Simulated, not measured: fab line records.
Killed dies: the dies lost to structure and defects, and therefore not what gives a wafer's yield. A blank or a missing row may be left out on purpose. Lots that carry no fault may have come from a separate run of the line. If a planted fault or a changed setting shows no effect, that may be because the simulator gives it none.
Comparing a struck lot with a sound one + flow rit cmos + 17 out of 202 route steps
Sound: these wafers, L870.1, L870.2, L870.6. Wafers L879.1, L879.4, L879.5 were the ones struck. The cause comes at the end.
For every step that has rows: the tool of each side, followed by ch and its chambers, followed by its first start. Under that, the readings that differ: sound wafers + struck wafers + difference of the means + sigmas: that difference in standard deviations of wafers without a fault.
alike: readings with means less than 2 such deviations apart, plus words and numbers identical on both sides. not compared: withheld readings, readings lacking a value on some wafer, bounds such as >300 that could conceal the same value, and numbers that have no deviation in the record and whose values overlap.
A row with sigmas, a row that says differs or no value, or rows on one side alone: a step with any of these is where the two part. When numbers do not overlap yet have no deviation, they are printed without sigmas and do not part them. A reading that every wafer of one side lacks parts them only if that side has two wafers or more.

RIT_NWELL_TW_MEAS_10:
  sound: film metro-02 at day 2 12:29; struck: film metro-04 at day 4 08:59
| reading  | sound          | struck         | difference | sigmas |
|----------|----------------|----------------|------------|--------|
| NWELL_TW | 2181 2185 2187 | 2117 2125 2121 | -63        | -2     |
then, 6 steps without rows for these wafers: RIT_PWELL_HMDS_00 (prime time 60 s); RIT_PWELL_COAT_01 (resist thk 1300 nm); RIT_PWELL_SOFTBAKE_02 (time 60 s); RIT_PWELL_EXPOSE_03 (exposes mask M3, target cd 43700 nm); RIT_PWELL_PEB_04; RIT_PWELL_DEVELOP_05 (develop time 68 s).
RIT_PWELL_OVL_MEAS_06:
  sound: overlay-02 at day 2 13:25; struck: overlay-02 at day 4 10:09
  alike: PWELL_OVL
then, 2 steps without rows for these wafers: RIT_PWELL_HARDBAKE_07 (time 120 s); RIT_PWELL_IMPLANT_08.
RIT_PWELL_STRIP_09: strips in O2, time 180 s.
  sound on plasma asher-02 ch 0,1, day 2 13:52; struck on plasma asher-02 ch 0,1, day 4 10:35
  alike: drypump motor current A
  not compared: rf hours counter h
RIT_PWELL_TW_MEAS_10:
  sound: film metro-02 at day 2 14:02; struck: film metro-01 at day 4 10:46
  alike: PWELL_TW
RIT_WELLDRIVE_ANNEAL_00: time 14700 s.
  sound on furnace-03 ch 0, day 2 14:35; struck on furnace-02 ch 0, day 4 11:02
| reading                | sound                | struck               | difference | sigmas      |
|------------------------|----------------------|----------------------|------------|-------------|
| spike tc centre C (C)  | 1103.5 1102.1 1103.0 | 1124.6 1123.8 1125.3 | +21.7      | +20         |
| spike tc load C (C)    | 1123.5 1122.8 1123.1 | 1150.4 1149.9 1148.4 | +26.4      | +11         |
| spike tc source C (C)  | 1129.3 1129.3 1127.9 | 1143.9 1144.4 1143.6 | +15.1      | +5          |
| tube center temp C (C) | 1100.2 1100.1 1100   | 1121.9 1122 1122.1   | +21.9      | +99 or more |
| tube_center_temp_C_max | 1102.6 1103.1 1102.8 | 1124.3 1124.2 1125.2 | +21.7      | +47         |
RIT_WELLDRIVE_RS_MEAS_01: a four-point-probe measurement.
  sound: film metro-02 at day 2 19:41; struck: film metro-04 at day 4 16:07
| reading           | sound             | struck            | difference | sigmas |
|-------------------|-------------------|-------------------|------------|--------|
| NWELL_RS (ohm/sq) | 273.5 274.6 274.2 | 252.7 252.1 252.8 | -21.6      | -34    |
RIT_WELLDRIVE_RS_MEAS_02: a four-point-probe measurement.
  sound: film metro-02 at day 2 19:48; struck: film metro-04 at day 4 16:14
| reading           | sound             | struck            | difference | sigmas |
|-------------------|-------------------|-------------------|------------|--------|
| PWELL_RS (ohm/sq) | 430.3 431.1 429.5 | 404.1 405.0 404.0 | -25.9      | -22    |
then, 1 step without rows for these wafers: RIT_NRETRO_HMDS_00 (prime time 60 s).
RIT_M1_PROBE_99:
  sound: prober-02 at day 4 02:36; struck: prober-02 at day 5 20:16
| reading                             | sound             | struck            | difference | sigmas |
|-------------------------------------|-------------------|-------------------|------------|--------|
| model.etest.nmos_0p3.r on ohm um    | 2120 2139 2119    | 2088 2066 2099    | -42        |        |
| model.etest.nwell pinched.rs ohm sq | 337.3 336.8 339.9 | 299.6 297.4 300.2 | -38.9      |        |
| model.etest.pwell pinched.rs ohm sq | 459.5 456.2 456.9 | 426.9 423.5 428.4 | -31.3      |        |
| model.etest.pwell.rs ohm sq         | 419.5 409.2 413.6 | 386.4 384.3 386.3 | -28.4      |        |
| model.etest.nmos turned.drive ua um | 339.3 337.7 326.9 | 353.1 358.2 358.3 | +21.9      |        |
| model.etest.nmos narrow.drive ua um | 229.5 230.2 235.5 | 242.5 237.5 236.6 | +7.1       |        |
  alike: killed at contacts, killed at front end, killed dies, killed open, killed short
  not compared: model.etest.nmos_0p15.drive ua um, model.etest.nmos_0p3.drive ua um

WHERE THEY PART
Earliest at RIT_NWELL_TW_MEAS_10; latest, in this record, at RIT_WELLDRIVE_RS_MEAS_02. Later steps at which nothing parts them and some readings are alike: RIT_M1_PROBE_99.

WHY: what the simulator had put in
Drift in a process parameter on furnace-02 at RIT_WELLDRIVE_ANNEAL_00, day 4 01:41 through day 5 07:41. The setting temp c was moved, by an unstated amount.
